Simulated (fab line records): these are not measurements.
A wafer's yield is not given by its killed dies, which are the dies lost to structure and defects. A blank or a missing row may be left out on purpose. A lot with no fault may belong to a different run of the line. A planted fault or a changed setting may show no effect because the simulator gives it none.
The tool behind it: which one? | flow berkeley cmos170 | 21 wafers from 7 lots sampled at 2 of the route's 331 steps

## WHAT EACH GAUGE READ, for each wafer
UCB170_V2_CD_MEAS_90: the cd target is 700 nm.
lot  | measured     | on        | cd nm (nm)
L623 | day 8 15:32  | cd sem-01 | 699.4 697.3 699.0
L629 | day 10 00:31 | cd sem-02 | 697.2 699.6 700.0
L627 | day 10 01:37 | cd sem-02 | 699.4 696.6 698.6
L631 | day 10 16:59 | cd sem-02 | 697.3 700.6 696.8
L637 | day 11 06:20 | cd sem-01 | 696.4 698.0 697.7
L639 | day 12 01:13 | cd sem-02 | 698.8 699.4 698.9
L640 | day 12 03:06 | cd sem-01 | 698.7 699.6 699.0

## WHAT TOOL EACH LOT RAN ON (gives the tool, then ch and the chambers of the sampled wafers, and finally the start)
lot  | UCB170_M2_STRIP_19
L623 | plasma asher-04 ch 1, day 8 13:03
L629 | plasma asher-04 ch 0,1, day 9 21:26
L627 | plasma asher-02 ch 0,1, day 9 22:48
L631 | plasma asher-02 ch 0,1, day 10 14:11
L637 | plasma asher-03 ch 0,1, day 11 03:11
L639 | plasma asher-04 ch 0,1, day 11 22:43
L640 | plasma asher-04 ch 0,1, day 12 00:08
- UCB170_M2_STRIP_19: strips in O2.

## THE ANSWER, worked out from the rows above alone
Rule: usual is defined by the lots themselves. The widest of any qualifying gaps counts: lots, ordered by their means at a reading, are off when they make up no more than a third of the lots, leave a main group of 4 or more, and stand apart from it by 3 or more times the standard deviation of that group's means. A main group whose means are all the same, to the digits that the tables above print for the reading, isn't used. Also off: a lot with no number at a reading for which 4 or more lots have one. Where the step has rows for the other lots, those lots are counted as sound.
None of the lots is off at any reading shown; this tells nothing.

## WHAT THE SIMULATOR PUT IN
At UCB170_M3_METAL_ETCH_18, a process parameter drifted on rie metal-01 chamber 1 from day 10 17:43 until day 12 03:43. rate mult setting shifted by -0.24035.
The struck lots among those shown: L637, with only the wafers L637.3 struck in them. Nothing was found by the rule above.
